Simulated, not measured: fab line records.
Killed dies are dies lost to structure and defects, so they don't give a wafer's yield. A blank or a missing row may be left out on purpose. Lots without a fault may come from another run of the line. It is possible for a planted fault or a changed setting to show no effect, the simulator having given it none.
fab line records	flow berkeley_cmos170
record: lots: 5	wafers: 27
route steps=331 shown GATE@137 SPACER@174 SILICIDE@211 M1@246 M2@272 M3@331
start_h: hours from the record's first day to the start of the lot's first wafer shown	wait_h: hours from the lot's prior step to this one	" as in the row above	L1.1+2: a single row standing in for several wafers	- no value, or no start given	* or withheld: withheld	< > ~ a bound
route shown NAME@n: NAME is a module with steps in the file, n the number in the route of the first one	usual: the fault-free wafers' mean and standard deviation	same: alike in all rows	chamber/n: place in a boat	sites: per-site readings	_std_site: how widely they spread, as a standard deviation	_edge_site: the outer-site mean with the inner-site mean subtracted	radius_mm: how far each site lies from the wafer's centre	mask NAME#n: copy n	behind: tool/chamber where the wafer was last shaped	hold: why the lot went on hold/how many hours it stayed there/how the hold came to an end	device: whichever transistor did not switch (one of n, p or np)	end of line: the same wafers' tests at the end of the route	a step without rows: its recipe alone	killed: count of dies lost to structure and defects at first sort (not the wafer's yield)	map: a wafer's dies, x killed, . not, _ none there
set.NAME: the setting that was run; set.NAME@STEP: the one run at that earlier step	model.NAME: the simulator's own value behind a step, which no gauge read
lots where settings were altered on purpose, with a table for each step and a row for each wafer
== steps ==
step: UCB170_GATE_DEVELOP_11
recipe: developer: TMAH	develop_time_s: 45	resist: KrF	dev_temp_c: 21
lot.wafer	tool	chamber	start_h	wait_h	set.develop_time_s
L076.1+3+4	litho_track-04	0	-	-	45
L076.2+5+6	"	0	"	"	61
L079.1+4+5	litho_track-03	0	-	-	29.12
L079.2+3+6	"	0	"	"	45
L077.3+4+5	litho_track-04	0	-	-	45
L080.1+2+5	litho_track-04	0	-	-	61.99
L080.3+4+6	"	0	"	"	45
L083.1+2+3+4+5+6	litho_track-03	0	-	-	45
step: UCB170_GATE_ETCH_15
recipe: chemistry: HBr/Cl2	target: poly-Si	stop_on: SiO2	over_etch_frac: 0.3	icp_w: 300	bias_w: 150	time_s: 56.3	pressure_mtorr: 15	HBr_flow_sccm: 150	Cl2_flow_sccm: 50	target_depth_a: 2782
step: UCB170_GATE_STRIP_16
recipe: chemistry: O2	power_w: 400	pressure_mtorr: 3500	platen_temp_c: withheld	o2_flow_sccm: 400	overash_fraction: 0.5
step: UCB170_GATE_CD_MEAS_90
recipe: target_cd_nm: 350
usual: cd_nm: 350.0/1.5
lot.wafer	tool	chamber	start_h	wait_h	set.develop_time_s@GATE_DEVELOP_11	cd_nm
L076.1	cd_sem-02	-	167.19	0.1	45	349.5
L076.2	"	-	"	"	61	347.3
L076.3	"	-	"	"	45	348.9
L076.4	"	-	"	"	45	350.1
L076.5	"	-	"	"	61	346.1
L076.6	"	-	"	"	61	347.1
L079.1	cd_sem-01	-	167.24	0.1	29.12	355.4
L079.2	"	-	"	"	45	352.2
L079.3	"	-	"	"	45	352.5
L079.4	"	-	"	"	29.12	354.5
L079.5	"	-	"	"	29.12	356.5
L079.6	"	-	"	"	45	352.4
L077.3	cd_sem-01	-	167.50	0.1	45	350.8
L077.4	"	-	"	"	45	350.2
L077.5	"	-	"	"	45	350.2
L080.1	cd_sem-02	-	167.74	0.1	61.99	348.4
L080.2	"	-	"	"	61.99	349.7
L080.3	"	-	"	"	45	352.5
L080.4	"	-	"	"	45	351.2
L080.5	"	-	"	"	61.99	348.7
L080.6	"	-	"	"	45	350.9
L083.1	cd_sem-01	-	187.20	0.1	45	351.9
L083.2	"	-	"	"	45	349.5
L083.3	"	-	"	"	45	350.5
L083.4	"	-	"	"	45	351.2
L083.5	"	-	"	"	45	352.1
L083.6	"	-	"	"	45	349.5
step: UCB170_SPACER_ETCHBACK_03
recipe: stop_on: Si	target: SiO2	chemistry: CHF3/CF4/Ar	CHF3_flow_sccm: 50	cf4_flow_sccm: 10	Ar_flow_sccm: 120	pressure_mtorr: 200	rf_w: 500	target_depth_a: 3760	time_s: 100
lot.wafer	tool	chamber	start_h	wait_h	set.time_s	model.etch.depth_nm
L076.1	rie_diel-01	0	180.81	0.0	74.12	323.5
L076.2	"	3	"	"	100	379
L076.3	"	1	"	"	100	374
L076.4	"	2	"	"	74.12	324
L076.5	"	3	"	"	100	380.2
L076.6	"	2	"	"	74.12	328.3
L077.3	rie_diel-02	0	180.89	0.1	100	375.5
L077.4	"	1	"	"	100	377.5
L077.5	"	3	"	"	100	376.7
L079.1+2	rie_diel-04	1,3	180.89	0.1	100	-
L079.3	"	2	"	"	51.62	-
L079.4	"	3	"	"	51.62	221.4
L079.5	"	1	"	"	100	377.3
L079.6	"	2	"	"	51.62	217.5
L080.1+4	rie_diel-01	3,2	180.89	0.1	70.75	-
L080.2	"	1	"	"	100	372.7
L080.3	"	0	"	"	100	375.5
L080.5	"	0	"	"	70.75	308.6
L080.6	"	1	"	"	100	-
L083.1+3+5	rie_diel-04	1,0,0	196.82	0.1	100	-
L083.2	"	3	"	"	100	369.1
L083.4	"	2	"	"	100	372.3
L083.6	"	3	"	"	100	375.2
step: UCB170_SILICIDE_SPUTTER_01
recipe: material: Ti	target_thk_nm: 30	time_s: 25	power_w: 1500	chamber_pressure_pa: 0.5
lot.wafer	tool	chamber	start_h	wait_h	set.time_s	model.Ti_of_SILICIDE_SPUTTER_01.thk_nm
L079.1+3	pvd_sputter-01	-	187.39	0.0	25	29.93
L079.2	"	-	"	"	25	29.94
L079.4	"	-	"	"	25	30.15
L079.5	"	-	"	"	25	30.41
L079.6	"	-	"	"	25	29.99
L076.1+3	pvd_sputter-04	-	187.51	0.0	25	30.15
L076.2	"	-	"	"	25	30.4
L076.4	"	-	"	"	25	30.26
L076.5	"	-	"	"	25	30.11
L076.6	"	-	"	"	25	30.56
L080.1	pvd_sputter-02	-	187.57	0.0	25	30.47
L080.2	"	-	"	"	25	30.25
L080.3	"	-	"	"	25	30.1
L080.4	"	-	"	"	32.66	39.71
L080.5	"	-	"	"	32.66	39.54
L080.6	"	-	"	"	32.66	39.45
L077.3	pvd_sputter-04	-	188.05	0.0	25	30.26
L077.4	"	-	"	"	25	30.4
L077.5	"	-	"	"	25	30.33
L083.1	pvd_sputter-02	-	202.02	0.0	32.75	39.9
L083.2	"	-	"	"	25	30.21
L083.3	"	-	"	"	32.75	39.71
L083.4	"	-	"	"	25	30.36
L083.5	"	-	"	"	25	30.47
L083.6	"	-	"	"	32.75	39.45
step: UCB170_SILICIDE_RS_MEAS_02
recipe: thk_meas_gauge: four-point-probe	reads: Ti_of_SILICIDE_SPUTTER_01
usual: SILICIDE_TI_RS: 25.95/0.29
lot.wafer	tool	chamber	start_h	wait_h	set.time_s@SILICIDE_SPUTTER_01	SILICIDE_TI_RS[ohm/sq]
L079.1	film_metro-01	-	187.42	0.0	25	26.15
L079.2	"	-	"	"	25	26.14
L079.3	"	-	"	"	25	26.15
L079.4	"	-	"	"	25	25.89
L079.5	"	-	"	"	25	25.66
L079.6	"	-	"	"	25	26.11
L076.1	film_metro-03	-	187.54	0.0	25	25.99
L076.2	"	-	"	"	25	25.70
L076.3	"	-	"	"	25	26.00
L076.4	"	-	"	"	25	25.87
L076.5	"	-	"	"	25	26.01
L076.6	"	-	"	"	25	25.56
L080.1	film_metro-01	-	187.60	0.0	25	25.68
L080.2	"	-	"	"	25	25.86
L080.3	"	-	"	"	25	25.94
L080.4	"	-	"	"	32.66	18.83
L080.5	"	-	"	"	32.66	18.90
L080.6	"	-	"	"	32.66	18.93
L077.3	film_metro-01	-	188.12	0.1	25	25.81
L077.4	"	-	"	"	25	25.72
L077.5	"	-	"	"	25	25.76
L083.1	film_metro-04	-	202.05	0.0	32.75	18.76
L083.2	"	-	"	"	25	25.99
L083.3	"	-	"	"	32.75	18.92
L083.4	"	-	"	"	25	25.81
L083.5	"	-	"	"	25	25.71
L083.6	"	-	"	"	32.75	19.02
step: UCB170_SILICIDE_THK_MEAS_03
recipe: thk_meas_gauge: xrf	reads: Ti_of_SILICIDE_SPUTTER_01
usual: SILICIDE_TI_THK: 30.24/0.29
lot.wafer	tool	chamber	start_h	wait_h	set.time_s@SILICIDE_SPUTTER_01	SILICIDE_TI_THK[nm]
L079.1	film_metro-01	-	187.54	0.1	25	30.05
L079.2	"	-	"	"	25	30.08
L079.3	"	-	"	"	25	30.05
L079.4	"	-	"	"	25	30.33
L079.5	"	-	"	"	25	30.49
L079.6	"	-	"	"	25	30.16
L076.1	film_metro-03	-	187.66	0.1	25	30.13
L076.2	"	-	"	"	25	30.34
L076.3	"	-	"	"	25	29.95
L076.4	"	-	"	"	25	30.19
L076.5	"	-	"	"	25	30.01
L076.6	"	-	"	"	25	30.43
L080.1	film_metro-01	-	187.72	0.1	25	30.61
L080.2	"	-	"	"	25	30.34
L080.3	"	-	"	"	25	30.34
L080.4	"	-	"	"	32.66	40.01
L080.5	"	-	"	"	32.66	39.82
L080.6	"	-	"	"	32.66	39.70
L077.3	film_metro-01	-	188.22	0.1	25	30.41
L077.4	"	-	"	"	25	30.70
L077.5	"	-	"	"	25	30.59
L083.1	film_metro-04	-	202.17	0.1	32.75	39.96
L083.2	"	-	"	"	25	30.19
L083.3	"	-	"	"	32.75	39.72
L083.4	"	-	"	"	25	30.42
L083.5	"	-	"	"	25	30.46
L083.6	"	-	"	"	32.75	39.53
step: UCB170_M1_DEVELOP_08
recipe: developer: TMAH	develop_time_s: 45	resist: KrF	dev_temp_c: 21
lot.wafer	tool	chamber	start_h	wait_h	set.develop_time_s
L079.1+2+4	litho_track-04	0	-	-	30.96
L079.3+5+6	"	0	"	"	45
L076.1+2+6	litho_track-03	0	-	-	45
L076.3+4+5	"	0	"	"	18.88
L080.1+2+3+4+5+6	litho_track-03	0	-	-	45
L077.3+4+5	litho_track-02	0	-	-	45
L083.1+2+3+4+5+6	litho_track-04	0	-	-	45
step: UCB170_M1_CD_MEAS_09
recipe: target_cd_nm: 700
usual: cd_nm: 700.5/1.5
lot.wafer	tool	chamber	start_h	wait_h	set.develop_time_s@M1_DEVELOP_08	cd_nm
L079.1	cd_sem-02	-	195.87	-	30.96	700.8
L079.2	"	-	"	"	30.96	701.3
L079.3	"	-	"	"	45	697.4
L079.4	"	-	"	"	30.96	702.2
L079.5	"	-	"	"	45	698.4
L079.6	"	-	"	"	45	698.8
L076.1	cd_sem-01	-	196.13	-	45	699.5
L076.2	"	-	"	"	45	698.8
L076.3	"	-	"	"	18.88	708.0
L076.4	"	-	"	"	18.88	707.7
L076.5	"	-	"	"	18.88	707.8
L076.6	"	-	"	"	45	699.1
L080.1	cd_sem-01	-	196.43	-	45	698.7
L080.2	"	-	"	"	45	699.1
L080.3	"	-	"	"	45	698.7
L080.4	"	-	"	"	45	701.0
L080.5	"	-	"	"	45	699.7
L080.6	"	-	"	"	45	698.7
L077.3	cd_sem-02	-	196.51	-	45	700.9
L077.4	"	-	"	"	45	699.6
L077.5	"	-	"	"	45	698.8
L083.1	cd_sem-02	-	210.26	-	45	699.6
L083.2	"	-	"	"	45	699.1
L083.3	"	-	"	"	45	700.0
L083.4	"	-	"	"	45	697.9
L083.5	"	-	"	"	45	698.8
L083.6	"	-	"	"	45	700.5
step: UCB170_M1_ETCH_11
recipe: chemistry: N2/H2	target_depth_a: withheld	overetch_a: withheld	target: BARC	time_s: withheld	source_w: 500	bias_w: 100	pressure_mtorr: 30	n2_flow_sccm: 100	h2_flow_sccm: 200
lot.wafer	tool	chamber	start_h	wait_h	set.develop_time_s@M1_DEVELOP_08	model.M1.cd_nm
L079.1	rie_diel-02	0	196.03	0.0	*	700
L079.2	"	1	"	"	*	701.3
L079.3	"	2	"	"	*	696.7
L079.4	"	3	"	"	*	702.2
L079.5	"	0	"	"	*	697.8
L079.6	"	3	"	"	*	698.7
L076.1	rie_diel-02	3	196.29	0.0	*	699.4
L076.2	"	2	"	"	*	698.6
L076.3	"	1	"	"	*	707.8
L076.4	"	0	"	"	*	706.4
L076.5	"	1	"	"	*	707.7
L076.6	"	2	"	"	*	698.4
L080.1	rie_diel-02	3	196.58	0.0	*	699.9
L080.2	"	1	"	"	*	698.9
L080.3	"	0	"	"	*	698.2
L080.4	"	2	"	"	*	700.6
L080.5	"	0	"	"	*	699.6
L080.6	"	3	"	"	*	699.1
L077.3	rie_diel-02	3	196.62	0.0	*	701.2
L077.4	"	2	"	"	*	699
L077.5	"	2	"	"	*	698.3
L083.1	rie_diel-02	3	210.42	0.0	*	700.1
L083.2	"	1	"	"	*	699.8
L083.3	"	0	"	"	*	699.5
L083.4	"	0	"	"	*	697.6
L083.5	"	1	"	"	*	699.4
L083.6	"	3	"	"	*	700.9
step: UCB170_M2_SPUTTER_01
recipe: material: Al	target_thk_nm: 900	time_s: 120	power_w: 6000	chamber_pressure_pa: 0.5
lot.wafer	tool	chamber	start_h	wait_h	set.time_s	model.Al_of_M2_SPUTTER_01.thk_nm
L079.1	pvd_sputter-04	-	200.68	0.0	155	1148
L079.2	"	-	"	"	155	1157
L079.3	"	-	"	"	155	1158
L079.4	"	-	"	"	120	896.1
L079.5	"	-	"	"	120	890.8
L079.6	"	-	"	"	120	893.7
L076.1	pvd_sputter-02	-	203.54	0.0	120	892.9
L076.2	"	-	"	"	120	902
L076.3	"	-	"	"	120	894.4
L076.4	"	-	"	"	120	902.7
L076.5	"	-	"	"	120	896.5
L076.6	"	-	"	"	120	902.2
L080.1	pvd_sputter-03	-	203.86	0.0	143.5	1075
L080.2	"	-	"	"	120	897.9
L080.3	"	-	"	"	120	907.5
L080.4	"	-	"	"	143.5	1074
L080.5	"	-	"	"	120	908.6
L080.6	"	-	"	"	143.5	1067
L077.3	pvd_sputter-02	-	204.46	0.0	120	884.3
L077.4	"	-	"	"	120	899.5
L077.5	"	-	"	"	120	903.7
L083.1	pvd_sputter-03	-	216.34	0.0	56.54	425.2
L083.2	"	-	"	"	120	912.2
L083.3	"	-	"	"	56.54	433.9
L083.4+6	"	-	"	"	120	905.8
L083.5	"	-	"	"	56.54	428.3
step: UCB170_M2_RS_MEAS_02
recipe: thk_meas_gauge: four-point-probe	reads: Al_of_M2_SPUTTER_01
usual: M2_AL_RS: 0.0323/0.00032
lot.wafer	tool	chamber	start_h	wait_h	set.time_s@M2_SPUTTER_01	M2_AL_RS[ohm/sq]
L079.1	film_metro-01	-	200.77	0.0	155	0.0251
L079.2	"	-	"	"	155	0.0249
L079.3	"	-	"	"	155	0.0249
L079.4	"	-	"	"	120	0.0322
L079.5	"	-	"	"	120	0.0325
L079.6	"	-	"	"	120	0.0323
L076.1	film_metro-03	-	203.62	0.0	120	0.0325
L076.2	"	-	"	"	120	0.0320
L076.3	"	-	"	"	120	0.0323
L076.4	"	-	"	"	120	0.0321
L076.5	"	-	"	"	120	0.0323
L076.6	"	-	"	"	120	0.0321
L080.1	film_metro-03	-	203.94	0.0	143.5	0.0269
L080.2	"	-	"	"	120	0.0323
L080.3	"	-	"	"	120	0.0319
L080.4	"	-	"	"	143.5	0.0269
L080.5	"	-	"	"	120	0.0318
L080.6	"	-	"	"	143.5	0.0271
L077.3	film_metro-03	-	204.58	0.1	120	0.0328
L077.4	"	-	"	"	120	0.0322
L077.5	"	-	"	"	120	0.0320
L083.1	film_metro-03	-	216.42	0.0	56.54	0.0690
L083.2	"	-	"	"	120	0.0317
L083.3	"	-	"	"	56.54	0.0677
L083.4	"	-	"	"	120	0.0319
L083.5	"	-	"	"	56.54	0.0684
L083.6	"	-	"	"	120	0.0320
step: UCB170_M2_THK_MEAS_03
recipe: thk_meas_gauge: xrf	reads: Al_of_M2_SPUTTER_01
usual: M2_AL_THK: 888/9.6
lot.wafer	tool	chamber	start_h	wait_h	set.time_s@M2_SPUTTER_01	M2_AL_THK[nm]
L079.1	film_metro-01	-	200.89	0.1	155	1140
L079.2	"	-	"	"	155	1154
L079.3	"	-	"	"	155	1152
L079.4	"	-	"	"	120	893
L079.5	"	-	"	"	120	882
L079.6	"	-	"	"	120	886
L076.1	film_metro-03	-	203.74	0.1	120	880
L076.2	"	-	"	"	120	889
L076.3	"	-	"	"	120	882
L076.4	"	-	"	"	120	892
L076.5	"	-	"	"	120	881
L076.6	"	-	"	"	120	885
L080.1	film_metro-03	-	204.06	0.1	143.5	1060
L080.2	"	-	"	"	120	885
L080.3	"	-	"	"	120	891
L080.4	"	-	"	"	143.5	1060
L080.5	"	-	"	"	120	894
L080.6	"	-	"	"	143.5	1051
L077.3	film_metro-03	-	204.68	0.1	120	869
L077.4	"	-	"	"	120	885
L077.5	"	-	"	"	120	893
L083.1	film_metro-03	-	216.54	0.1	56.54	421
L083.2	"	-	"	"	120	907
L083.3	"	-	"	"	56.54	429
L083.4	"	-	"	"	120	899
L083.5	"	-	"	"	56.54	425
L083.6	"	-	"	"	120	898
step: UCB170_M2_HMDS_04
recipe: prime_time_s: 60	prime_temp_c: 100
step: UCB170_M2_COAT_05
recipe: resist: KrF	spin_rpm: 1500	resist_thk_nm: 900
step: UCB170_M2_ETCH_17
recipe: chemistry: N2/H2	target_depth_a: withheld	overetch_a: withheld	target: BARC	time_s: withheld	source_w: 500	bias_w: 100	pressure_mtorr: 28.73	n2_flow_sccm: 100	h2_flow_sccm: 200
step: UCB170_M2_METAL_ETCH_18
recipe: chemistry: Cl2/BCl3	target: Al	stop_on: SiO2	pressure_mtorr: 12	target_depth_a: 11700	over_etch_frac: 0.3	time_s: 195	icp_w: 600	bias_w: 120	Cl2_flow_sccm: 90	bcl3_flow_sccm: 45
usual: oes_product_au: 0.845/0.012
lot.wafer	tool	chamber	start_h	wait_h	set.time_s@M2_SPUTTER_01	oes_product_au
L079.1	rie_metal-04	1	203.31	-	155	0.966
L079.2	"	0	"	"	155	0.954
L079.3	"	1	"	"	155	0.967
L079.4	"	0	"	"	120	0.837
L079.5	"	1	"	"	120	0.839
L079.6	"	0	"	"	120	0.834
L076.1	rie_metal-01	0	207.16	-	120	0.857
L076.2	"	1	"	"	120	0.859
L076.3	"	0	"	"	120	0.861
L076.4	"	1	"	"	120	0.864
L076.5	"	1	"	"	120	0.863
L076.6	"	0	"	"	120	0.859
L080.1	rie_metal-03	0	207.58	-	143.5	0.933
L080.2	"	1	"	"	120	0.847
L080.3	"	1	"	"	120	0.844
L080.4	"	0	"	"	143.5	0.930
L080.5	"	0	"	"	120	0.850
L080.6	"	1	"	"	143.5	0.937
L077.3	rie_metal-01	1	208.32	-	120	0.854
L077.4	"	0	"	"	120	0.870
L077.5	"	1	"	"	120	0.863
L083.1	rie_metal-03	1	218.49	-	56.54	0.593
L083.2	"	0	"	"	120	0.851
L083.3	"	1	"	"	56.54	0.603
L083.4	"	0	"	"	120	0.845
L083.5	"	1	"	"	56.54	0.604
L083.6	"	0	"	"	120	0.848
step: UCB170_M3_PROBE_99
lot.wafer	tool	chamber	start_h	wait_h	set.time_s@SPACER_ETCHBACK_03	model.etest.nmos_0p6.r_on_ohm_um	model.etest.ppoly_line.line_ohm_um	model.etest.ppoly_line.rs_ohm_sq	model.etest.ppoly_sal.rs_ohm_sq
L079.1	prober-01	-	210.57	0.1	100	2267	14.59	4.75	4.079
L079.2	prober-01	-	210.62	0.1	100	2244	14.87	4.784	4.078
L079.3+4+6	prober-01	-	210.67	0.2	51.62	-	-	-	-
L079.5	prober-01	-	210.77	0.2	100	2243	14.49	4.692	4.039
L076.1	prober-01	-	215.33	0.1	74.12	2577	795.8	281.3	282.2
L076.2	prober-01	-	215.38	0.1	100	2321	14.77	4.743	4.052
L076.3	prober-01	-	215.43	0.2	100	2366	15.03	4.76	4.08
L076.4	prober-01	-	215.48	0.2	74.12	2642	872.1	306.5	305.4
L076.5	prober-01	-	215.53	0.2	100	2301	14.84	4.777	4.069
L076.6	prober-01	-	215.58	0.2	74.12	2546	826.1	285.2	285.4
L080.1	prober-01	-	215.81	0.1	70.75	2701	1034	360.3	359.8
L080.2	prober-01	-	215.86	0.1	100	2253	14.97	4.774	4.041
L080.3	prober-01	-	215.91	0.2	100	2242	14.7	4.773	4.057
L080.4	prober-01	-	215.96	0.2	70.75	2556	907.2	316.1	316.8
L080.5	prober-01	-	216.01	0.2	70.75	2764	1091	380.5	382.6
L080.6	prober-01	-	216.06	0.2	100	2222	12.68	4.019	3.549
L077.3	prober-02	-	216.33	0.2	100	2296	14.58	4.745	4.067
L077.4	prober-02	-	216.38	0.2	100	2247	14.64	4.702	4.028
L077.5	prober-02	-	216.43	0.2	100	2261	14.9	4.777	4.039
L083.1	prober-01	-	224.07	0.1	100	2280	12.66	4.03	3.546
L083.2	prober-01	-	224.12	0.1	100	2280	14.9	4.775	4.05
L083.3	prober-01	-	224.17	0.2	100	2261	12.85	4.054	3.578
L083.4	prober-01	-	224.22	0.2	100	2272	14.77	4.74	4.061
L083.5	prober-01	-	224.27	0.2	100	2280	14.77	4.704	4.032
L083.6	prober-01	-	224.32	0.2	100	2274	12.83	4.058	3.54
killed by level:class
L077.3 FIELD:geometric_particle:open=1 SILICIDE:geometric_particle:open=1
L077.4
L077.5 CONTACT:geometric_particle:short=1 M1:geometric_particle:short=1
== key ==
split: step: UCB170_GATE_DEVELOP_11	setting: develop_time_s	stated: 45	by: wafer
response: step: UCB170_GATE_CD_MEAS_90	reading: cd_nm	change: -0.0759	per: 1%	r: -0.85
split: step: UCB170_SPACER_ETCHBACK_03	setting: time_s	stated: 100	by: wafer
response: step: UCB170_SPACER_ETCHBACK_03	reading: model.etch.depth_nm	change: +2.68	per: 1%	r: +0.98
response: step: UCB170_M3_PROBE_99	reading: model.etest.ppoly_line.line_ohm_um	shape: bent	at_lowest: 1011	at_stated: 14.32	at_highest: 14.32
response: step: UCB170_M3_PROBE_99	reading: model.etest.nmos_0p6.r_on_ohm_um	change: -12.7	per: 1%	r: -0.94
response: step: UCB170_M3_PROBE_99	reading: model.etest.ppoly_sal.rs_ohm_sq	shape: bent	at_lowest: 353.1	at_stated: 3.944	at_highest: 3.944
response: step: UCB170_M3_PROBE_99	reading: model.etest.ppoly_line.rs_ohm_sq	shape: bent	at_lowest: 352.3	at_stated: 4.592	at_highest: 4.592
split: step: UCB170_SILICIDE_SPUTTER_01	setting: time_s	stated: 25	by: wafer
response: step: UCB170_SILICIDE_SPUTTER_01	reading: model.Ti_of_SILICIDE_SPUTTER_01.thk_nm	change: +0.302	per: 1%	r: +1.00
response: step: UCB170_SILICIDE_RS_MEAS_02	reading: SILICIDE_TI_RS	change: -0.225	per: 1%	r: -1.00
response: step: UCB170_SILICIDE_THK_MEAS_03	reading: SILICIDE_TI_THK	change: +0.305	per: 1%	r: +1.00
split: step: UCB170_M1_DEVELOP_08	setting: develop_time_s	stated: 45	by: wafer
response: step: UCB170_M1_CD_MEAS_09	reading: cd_nm	change: -0.139	per: 1%	r: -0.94
response: step: UCB170_M1_ETCH_11	reading: model.M1.cd_nm	change: -0.139	per: 1%	r: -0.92
split: step: UCB170_M2_SPUTTER_01	setting: time_s	stated: 120	by: wafer
response: step: UCB170_M2_SPUTTER_01	reading: model.Al_of_M2_SPUTTER_01.thk_nm	change: +8.98	per: 1%	r: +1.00
response: step: UCB170_M2_RS_MEAS_02	reading: M2_AL_RS	change: -0.000556	per: 1%	r: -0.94
response: step: UCB170_M2_THK_MEAS_03	reading: M2_AL_THK	change: +8.96	per: 1%	r: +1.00
response: step: UCB170_M2_METAL_ETCH_18	reading: oes_product_au	change: +0.00458	per: 1%	r: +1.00
